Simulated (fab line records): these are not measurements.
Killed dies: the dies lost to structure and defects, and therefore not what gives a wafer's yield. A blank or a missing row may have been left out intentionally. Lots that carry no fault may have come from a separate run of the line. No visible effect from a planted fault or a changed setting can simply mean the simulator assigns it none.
fab line records | flow ritCmos | part 2 of 2: steps 29 to 29 of 29
record: lots: 5 wafers: 23
route steps=202 shown ACTIVE@2 FOX1@20 NWELL@29 PWELL@47 WELLDRIVE@50 PRETRO@65 GATE@84 M1@202
startH: start of the lot's first displayed wafer, in hours after the record's first day | waitH: hours elapsed since this lot's preceding step | " unchanged from the row above | L1.1+2: a row that stands for several wafers | - either no value or no given start | * or withheld: withheld | < > ~ a bound
route shown NAME@n: names a module that has steps shown in the file, with the first one's number in the route | usual: mean/standard deviation taken from wafers without a fault | same: alike in all rows | chamber/n: place in a boat | sites: per-site readings | _std_site: the standard deviation of these | _edge_site: mean of outer sites minus mean of inner sites | radiusMm: how far each site lies from the wafer's centre | mask NAME#n: copy n | behind: tool/chamber where the wafer was last shaped | hold: reason for holding the lot/hours on hold/outcome of the hold | device: names the non-switching transistor (n, p or np) | end of line: the route-end tests of the same wafers | a step with no rows: only its recipe | killed: not the wafer's yield, but the dies lost to structure and defects at the first sort | map: the dies of a wafer, with x for killed, . for not killed, _ for no die there
set.NAME: the setting that was run; set.NAME@STEP: the one run at that earlier step | model.NAME: the simulator's own value behind a step, which no gauge read
lots run with intentionally changed settings; tables by step, rows by wafer
== steps ==
step: RIT_M1_PROBE_99
usual: killedAtFrontEnd: 7/3.5 killedDies: 7/3.5 killedOpen: 3.5/2.1 killedShort: 3.6/2.4
same: grossDies: 264 killed_at_M0_to_M3: 0 killed_at_M4_up: 0 killedAtBackSide: 0 killedAtContacts: 0 killedAtOther: 0
columns lot.wafer tool chamber startH waitH set.doseMj@GATE_EXPOSE_13 killedAtFrontEnd killedDies killedOpen killedShort model.etest.nmos_0p15.driveUaUm model.etest.nmos_0p15.rOnOhmUm model.etest.npolyLine.lineOhmUm model.etest.pmos_0p15.driveUaUm model.etest.pmos_0p15.rOnOhmUm model.etest.pmosTurned.rOnOhmUm
L074.3 prober-01 - 63.27 0.2 380 11 11 8 3 468.5 1176 165.5 259.3 2805 3472
L074.4 prober-01 - 63.32 0.2 380 1 1 0 1 476.7 1157 168.8 264.7 2758 3471
L074.5 prober-01 - 63.37 0.2 380 8 8 3 5 467.6 1153 166 252.7 2824 3565
L077.1 prober-02 - 76.21 0.1 380 3 3 0 3 444.4 1184 163.2 248.7 2821 3500
L077.2 prober-02 - 76.26 0.1 380 5 5 2 3 464.8 1104 164.2 268.3 2612 3224
L077.3 prober-02 - 76.31 0.2 380 3 3 1 2 464.8 1179 167.3 256 2761 3397
L077.4 prober-02 - 76.36 0.2 380 6 6 5 1 469.2 1159 166.1 258.2 2754 3425
L077.6 prober-02 - 76.46 0.2 380 5 5 3 2 473.2 1137 167.1 258.3 2717 3347
L078.2 prober-01 - 84.05 0.1 400.6 156 156 3 4 600.9 937.4 238.1 332.4 2240 3243
L078.3 prober-01 - 84.10 0.2 380 13 13 5 3 445 1220 163.9 241.4 2970 3955
L078.4 prober-01 - 84.15 0.2 380 9 9 5 2 455.6 1121 167.3 244 2872 3876
L078.5 prober-01 - 84.20 0.2 400.6 114 114 3 1 587 927.4 226 346.7 2124 2962
L078.6 prober-01 - 84.25 0.2 400.6 134 134 0 2 577.5 952.6 234.3 334.2 2216 3132
L080.1 prober-01 - 92.02 0.1 380 11 11 8 3 457.6 1130 162.3 246.2 2840 3350
L080.2 prober-01 - 92.07 0.1 380 3 3 2 1 489.6 1089 161.7 272.3 2626 3053
L080.3 prober-01 - 92.12 0.2 380 13 13 8 5 478.4 1098 164.7 255.3 2742 3257
L080.4 prober-01 - 92.17 0.2 380 8 8 4 4 491.2 1127 165 297.3 2470 2876
L080.5 prober-01 - 92.22 0.2 380 17 17 5 12 484.4 1109 163.9 281.2 2560 2977
L083.1 prober-02 - 108.08 0.1 402.4 174 174 1 3 628.3 899.9 252.8 342.8 2202 2797
L083.2 prober-02 - 108.13 0.1 380 7 7 6 1 464.1 1103 164.9 268.6 2649 3208
L083.3 prober-02 - 108.18 0.2 402.4 162 162 2 2 637.2 898.5 245.9 366.9 2050 2612
L083.5 prober-02 - 108.28 0.2 402.4 207 207 2 4 625.5 846.4 256.2 343.8 2134 2755
L083.6 prober-02 - 108.33 0.2 380 9 9 4 5 448.9 1092 159.8 241.4 2854 3509
killed by level:class
L074.3 FOX2:geometricParticle:open=4 GATE:geometricParticle:open=3 FOX2:geometricParticle:short=2 GATE:geometricParticle:short=1 SILICIDE:geometricParticle:open=1
L074.4 GATE:geometricParticle:short=1
L074.5 SPACER:geometricParticle:short=2 FOX1:geometricParticle:short=1 FOX1:geometricParticle:open=1 FOX2:geometricParticle:short=1 GATE:geometricParticle:open=1 GATE:geometricParticle:short=1 REOX:geometricParticle:open=1
L077.1 FOX1:geometricParticle:short=1 FOX2:geometricParticle:short=1 SPACER:geometricParticle:short=1
L077.2 FOX1:geometricParticle:open=1 FOX1:geometricParticle:short=1 FOX2:geometricParticle:short=1 FOX2:geometricParticle:open=1 GATE:geometricParticle:short=1
L077.3 FOX1:geometricParticle:short=1 GATE:geometricParticle:short=1 REOX:geometricParticle:open=1
L077.4 GATE:geometricParticle:open=3 SPACER:geometricParticle:open=2 GATE:geometricParticle:short=1
L077.6 FOX1:geometricParticle:open=1 GATE:geometricParticle:open=1 GATE:geometricParticle:short=1 REOX:geometricParticle:short=1 SPACER:geometricParticle:open=1
L078.2 GATE:areaExpose=147 SPACER:geometricParticle:short=3 SPACER:geometricParticle:open=2 GATE:areaEtch=2 SILICIDE:geometricParticle:open=1 SILICIDE:geometricParticle:short=1
L078.3 GATE:areaEtch=5 GATE:geometricParticle:short=2 SPACER:geometricParticle:open=2 FOX1:geometricParticle:open=1 FOX2:geometricParticle:open=1 FOX2:geometricParticle:short=1 SILICIDE:geometricParticle:open=1
L078.4 GATE:geometricParticle:open=2 GATE:geometricParticle:short=2 SPACER:geometricParticle:open=2 GATE:areaEtch=2 FOX2:geometricParticle:open=1
L078.5 GATE:areaExpose=107 GATE:areaEtch=3 FOX2:geometricParticle:open=1 GATE:geometricParticle:open=1 SPACER:geometricParticle:open=1 SPACER:geometricParticle:short=1
L078.6 GATE:areaExpose=128 GATE:areaEtch=4 GATE:geometricParticle:short=1 SPACER:geometricParticle:short=1
L080.1 GATE:geometricParticle:open=4 FOX2:geometricParticle:short=2 REOX:geometricParticle:open=2 FOX2:geometricParticle:open=1 SPACER:geometricParticle:short=1 SILICIDE:geometricParticle:open=1
L080.2 SILICIDE:geometricParticle:open=2 SILICIDE:geometricParticle:short=1
L080.3 REOX:geometricParticle:open=3 FOX1:geometricParticle:short=2 GATE:geometricParticle:open=2 REOX:geometricParticle:short=2 SPACER:geometricParticle:open=2 FOX1:geometricParticle:open=1 FOX2:geometricParticle:short=1
L080.4 FOX1:geometricParticle:open=3 FOX1:geometricParticle:short=1 GATE:geometricParticle:short=1 REOX:geometricParticle:short=1 REOX:geometricParticle:open=1 SPACER:geometricParticle:short=1
L080.5 GATE:geometricParticle:short=5 REOX:geometricParticle:open=3 FOX1:geometricParticle:short=2 FOX1:geometricParticle:open=2 SPACER:geometricParticle:short=2 SILICIDE:geometricParticle:short=2 FOX2:geometricParticle:short=1
L083.1 GATE:areaExpose=170 FOX1:geometricParticle:short=2 SPACER:geometricParticle:open=1 SILICIDE:geometricParticle:short=1
L083.2 GATE:geometricParticle:open=3 GATE:geometricParticle:short=1 FOX2:geometricParticle:open=1 SPACER:geometricParticle:open=1 SILICIDE:geometricParticle:open=1
L083.3 GATE:areaExpose=158 GATE:geometricParticle:short=2 GATE:geometricParticle:open=1 REOX:geometricParticle:open=1
L083.5 GATE:areaExpose=201 GATE:geometricParticle:short=3 FOX1:geometricParticle:open=1 GATE:geometricParticle:open=1 SPACER:geometricParticle:short=1
L083.6 GATE:geometricParticle:open=4 GATE:geometricParticle:short=4 FOX1:geometricParticle:short=1
== key ==
split: step: RIT_ACTIVE_OXIDATION_01 setting: oxTimeS stated: 3360 by: lot
response: step: RIT_ACTIVE_OXIDATION_01 reading: model.SiO2_of_ACTIVE_OXIDATION_01.thkNm change: +0.235 per: 1% r: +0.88
split: step: RIT_ACTIVE_COAT_06 setting: resistThkNm stated: 1000 by: wafer
response: step: RIT_ACTIVE_COAT_06 reading: model.NOVOLAK_of_ACTIVE_COAT_06.thkNm change: +9.87 per: 1% r: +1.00
response: step: RIT_ACTIVE_HARDBAKE_12 reading: model.NOVOLAK_of_ACTIVE_COAT_06.thkNm change: +8.64 per: 1% r: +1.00
response: step: RIT_ACTIVE_ETCH_13 reading: model.NOVOLAK_of_ACTIVE_COAT_06.thkNm change: +9.34 per: 1% r: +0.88
split: step: RIT_ACTIVE_DEVELOP_10 setting: developTimeS stated: 50 by: wafer
response none clear
split: step: RIT_FOX1_OXIDATION_00 setting: tempC stated: 1100 by: lot
response: step: RIT_FOX1_OXIDATION_00 reading: model.SiO2_of_FOX1_OXIDATION_00.thkNm change: +22.8 per: 1% r: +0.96
response: step: RIT_FOX1_THK_MEAS_01 reading: FOX1_OXIDE_THK change: +22.8 per: 1% r: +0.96
split: step: RIT_NWELL_COAT_01 setting: spinRpm stated: 2000 by: wafer
response: step: RIT_NWELL_COAT_01 reading: model.NOVOLAK_of_NWELL_COAT_01.thkNm change: -6.32 per: 1% r: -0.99
response: step: RIT_NWELL_HARDBAKE_07 reading: model.NOVOLAK_of_NWELL_COAT_01.thkNm change: -5.44 per: 1% r: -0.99
split: step: RIT_NWELL_IMPLANT_08 setting: doseCm2 stated: 5e+13 by: wafer
response: step: RIT_WELLDRIVE_RS_MEAS_01 reading: NWELL_RS change: -1.65 per: 1% r: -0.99
split: step: RIT_PWELL_IMPLANT_08 setting: doseCm2 stated: 7e+13 by: wafer
response: step: RIT_PWELL_TW_MEAS_10 reading: PWELL_TW change: +2.93 per: 1% r: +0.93
response: step: RIT_WELLDRIVE_RS_MEAS_02 reading: PWELL_RS change: -2.49 per: 1% r: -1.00
split: step: RIT_PRETRO_COAT_01 setting: resistThkNm stated: 1300 by: wafer
response: step: RIT_PRETRO_COAT_01 reading: model.NOVOLAK_of_PRETRO_COAT_01.thkNm change: +12.5 per: 1% r: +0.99
response: step: RIT_PRETRO_HARDBAKE_07 reading: model.NOVOLAK_of_PRETRO_COAT_01.thkNm change: +10.8 per: 1% r: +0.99
split: step: RIT_PRETRO_IMPLANT_08 setting: energyKev stated: 45 by: wafer
response: step: RIT_PRETRO_IMPLANT_08 reading: model.implant.rpNm change: +1.34 per: 1% r: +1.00
response: step: RIT_PRETRO_IMPLANT_08 reading: model.implant.drpNm change: +0.331 per: 1% r: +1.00
split: step: RIT_GATE_CVD_08 setting: timeS stated: 2220 by: lot
response none in this file
split: step: RIT_GATE_EXPOSE_13 setting: doseMj stated: 380 by: wafer
response: step: RIT_M1_PROBE_99 reading: model.etest.pmos_0p15.rOnOhmUm change: -119 per: 1% r: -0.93
response: step: RIT_M1_PROBE_99 reading: model.etest.pmosTurned.rOnOhmUm change: -126 per: 1% r: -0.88
response: step: RIT_M1_PROBE_99 reading: model.etest.nmos_0p15.rOnOhmUm change: -39.4 per: 1% r: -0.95
response: step: RIT_M1_PROBE_99 reading: model.etest.nmos_0p15.driveUaUm change: +27.7 per: 1% r: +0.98
response: step: RIT_M1_PROBE_99 reading: model.etest.pmos_0p15.driveUaUm change: +16.9 per: 1% r: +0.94
response: step: RIT_M1_PROBE_99 reading: model.etest.npolyLine.lineOhmUm change: +13.9 per: 1% r: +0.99
response: step: RIT_M1_PROBE_99 reading: killedDies slope: +26.4 per: 1% togetherWith: none explained: 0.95
